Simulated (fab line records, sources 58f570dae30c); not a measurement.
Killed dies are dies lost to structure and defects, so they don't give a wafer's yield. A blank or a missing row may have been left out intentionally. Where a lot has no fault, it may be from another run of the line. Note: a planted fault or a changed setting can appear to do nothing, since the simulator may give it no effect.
Which tool did it? / flow berkeley_cmos170 / 11 lots with 33 wafers sampled at 2 steps, on a route of 331 steps

== WHAT THE GAUGES SHOWED, per wafer ==
UCB170_NWELL_THK_MEAS_02.
lot=L175; measured=day 2 03:28; on=film_metro-04; NWELL_OXIDE_THK (nm)=26.2 26.6 25.9
lot=L176; measured=day 2 03:30; on=film_metro-02; NWELL_OXIDE_THK (nm)=26.7 26.7 26.4
lot=L177; measured=day 2 14:17; on=film_metro-04; NWELL_OXIDE_THK (nm)=26.7 26.6 26.4
lot=L178; measured=day 2 14:16; on=film_metro-02; NWELL_OXIDE_THK (nm)=25.9 26.1 25.9
lot=L182; measured=day 3 15:38; on=film_metro-02; NWELL_OXIDE_THK (nm)=25.8 26.3 26.5
lot=L184; measured=day 3 19:51; on=film_metro-04; NWELL_OXIDE_THK (nm)=27.2 26.4 27.4
lot=L185; measured=day 4 05:13; on=film_metro-02; NWELL_OXIDE_THK (nm)=33.8 34.3 34.3
lot=L186; measured=day 4 09:15; on=film_metro-04; NWELL_OXIDE_THK (nm)=34.1 34.0 34.6
lot=L196; measured=day 6 15:02; on=film_metro-04; NWELL_OXIDE_THK (nm)=26.4 26.4 26.5
lot=L197; measured=day 6 15:08; on=film_metro-04; NWELL_OXIDE_THK (nm)=25.7 26.0 25.9
lot=L198; measured=day 7 01:38; on=film_metro-04; NWELL_OXIDE_THK (nm)=26.0 26.7 26.7

== TOOL THAT RAN EACH LOT (tool first, then ch and the chambers of the sampled wafers, then the start) ==
lot=L175; UCB170_NWELL_OXIDATION_01=furnace-02 ch 0, day 2 02:07
lot=L176; UCB170_NWELL_OXIDATION_01=furnace-02 ch 0, day 2 02:07
lot=L177; UCB170_NWELL_OXIDATION_01=furnace-04 ch 0, day 2 12:55
lot=L178; UCB170_NWELL_OXIDATION_01=furnace-04 ch 0, day 2 12:55
lot=L182; UCB170_NWELL_OXIDATION_01=furnace-01 ch 0, day 3 14:17
lot=L184; UCB170_NWELL_OXIDATION_01=furnace-01 ch 0, day 3 18:29
lot=L185; UCB170_NWELL_OXIDATION_01=furnace-01 ch 0, day 4 03:51
lot=L186; UCB170_NWELL_OXIDATION_01=furnace-01 ch 0, day 4 07:52
lot=L196; UCB170_NWELL_OXIDATION_01=furnace-02 ch 0, day 6 13:41
lot=L197; UCB170_NWELL_OXIDATION_01=furnace-02 ch 0, day 6 13:41
lot=L198; UCB170_NWELL_OXIDATION_01=furnace-04 ch 0, day 7 00:17
- UCB170_NWELL_OXIDATION_01: target thk 26.4 nm, ox time 1260 s.

== WHAT THE TOOLS THEMSELVES READ (means of the sampled wafers that have a number; where no wafer has one, the mark that the record gives instead) ==
UCB170_NWELL_OXIDATION_01.
lot=L175; tool=furnace-02; spike_tc_centre_C (C)=1003.1; spike_tc_load_C (C)=1021.1; spike_tc_source_C (C)=1019; tube_center_temp_C (C)=1000.06; tube_center_temp_C_max=1002.9; zone_power_load_pct (%)=29.3; zone_power_source_pct (%)=32.4
lot=L176; tool=furnace-02; spike_tc_centre_C (C)=1003.8; spike_tc_load_C (C)=1021.4; spike_tc_source_C (C)=1020; tube_center_temp_C (C)=999.95; tube_center_temp_C_max=1002.4; zone_power_load_pct (%)=29.7; zone_power_source_pct (%)=32.4
lot=L177; tool=furnace-04; spike_tc_centre_C (C)=1002.4; spike_tc_load_C (C)=1027.8; spike_tc_source_C (C)=1026; tube_center_temp_C (C)=999.93; tube_center_temp_C_max=1002.9; zone_power_load_pct (%)=28.9; zone_power_source_pct (%)=35.0
lot=L178; tool=furnace-04; spike_tc_centre_C (C)=1001.5; spike_tc_load_C (C)=1027.4; spike_tc_source_C (C)=1028; tube_center_temp_C (C)=999.99; tube_center_temp_C_max=1002.2; zone_power_load_pct (%)=29.0; zone_power_source_pct (%)=35.3
lot=L182; tool=furnace-01; spike_tc_centre_C (C)=1001.7; spike_tc_load_C (C)=1023.6; spike_tc_source_C (C)=1031; tube_center_temp_C (C)=1000.00; tube_center_temp_C_max=1002.6; zone_power_load_pct (%)=31.3; zone_power_source_pct (%)=28.8
lot=L184; tool=furnace-01; spike_tc_centre_C (C)=1001.0; spike_tc_load_C (C)=1022.4; spike_tc_source_C (C)=1032; tube_center_temp_C (C)=1000.03; tube_center_temp_C_max=1002.5; zone_power_load_pct (%)=31.4; zone_power_source_pct (%)=28.6
lot=L185; tool=furnace-01; spike_tc_centre_C (C)=1032.6; spike_tc_load_C (C)=1054.1; spike_tc_source_C (C)=1061; tube_center_temp_C (C)=1030.47; tube_center_temp_C_max=1033.0; zone_power_load_pct (%)=33.7; zone_power_source_pct (%)=31.2
lot=L186; tool=furnace-01; spike_tc_centre_C (C)=1032.0; spike_tc_load_C (C)=1053.6; spike_tc_source_C (C)=1061; tube_center_temp_C (C)=1030.37; tube_center_temp_C_max=1033.1; zone_power_load_pct (%)=34.0; zone_power_source_pct (%)=31.1
lot=L196; tool=furnace-02; spike_tc_centre_C (C)=1003.7; spike_tc_load_C (C)=1020.8; spike_tc_source_C (C)=1020; tube_center_temp_C (C)=1000.01; tube_center_temp_C_max=1002.5; zone_power_load_pct (%)=29.6; zone_power_source_pct (%)=31.8
lot=L197; tool=furnace-02; spike_tc_centre_C (C)=1003.4; spike_tc_load_C (C)=1022.2; spike_tc_source_C (C)=1020; tube_center_temp_C (C)=1000.03; tube_center_temp_C_max=1002.4; zone_power_load_pct (%)=29.5; zone_power_source_pct (%)=32.0
lot=L198; tool=furnace-04; spike_tc_centre_C (C)=1002.4; spike_tc_load_C (C)=1027.6; spike_tc_source_C (C)=1026; tube_center_temp_C (C)=999.90; tube_center_temp_C_max=1002.4; zone_power_load_pct (%)=29.3; zone_power_source_pct (%)=34.9

== THE ANSWER, worked out from the rows above alone ==
Rule: what is usual is taken from the lots themselves. The widest of any qualifying gaps counts: lots, ordered by their means at a reading, are off when they make up no more than a third of the lots, leave a main group of 4 or more, and stand apart from it by 3 or more times the standard deviation of that group's means. A main group is skipped when, at the precision printed for the reading in the tables above, its means are all equal. Also off: a lot with no number at a reading for which 4 or more lots have one. All remaining lots with rows at the step are treated as sound. Order of review: gauges by route order, followed by the tools' own readings, for which a lot's mean as printed above is used. At the first step where some lot is off, the reading lying furthest off is the one used; lots without a number count as furthest.
Off: L185, L186, at UCB170_NWELL_THK_MEAS_02 (NWELL_OXIDE_THK). The main group has a mean of 26.4 nm with a standard deviation of 0.33.
A tool fits if, at a process step before that reading, it ran every lot that is off, and no sound lot after the first of them. Not tried: the gauges at UCB170_NWELL_THK_MEAS_02; whatever is off there is also off at UCB170_NWELL_OXIDATION_01, on other tools, and gauge error can't account for it. One fits: furnace-01 at UCB170_NWELL_OXIDATION_01. Its last sound lot is L184 (day 3 18:29), its first lot that is off L185 (day 4 03:51): a fault that began between those two fits.
The tool's own readings at UCB170_NWELL_OXIDATION_01 bear it out: on the lots that are off they differ by more than 5 times the standard deviation of the sound lots' means. spike_tc_centre_C reads 1032.3 C there against 1002.6 C on the sound lots; spike_tc_load_C reads 1053.8 C there against 1023.8 C on the sound lots; spike_tc_source_C reads 1061 C there against 1025 C on the sound lots; tube_center_temp_C reads 1030.42 C there against 999.99 C on the sound lots; tube_center_temp_C_max reads 1033.0 there against 1002.5 on the sound lots.

== WHAT HAD BEEN PUT IN BY THE SIMULATOR ==
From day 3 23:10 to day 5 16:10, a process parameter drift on furnace-01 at UCB170_NWELL_OXIDATION_01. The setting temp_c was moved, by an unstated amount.
Shown lots that were struck: L185, L186. This agrees with what the rule above found.
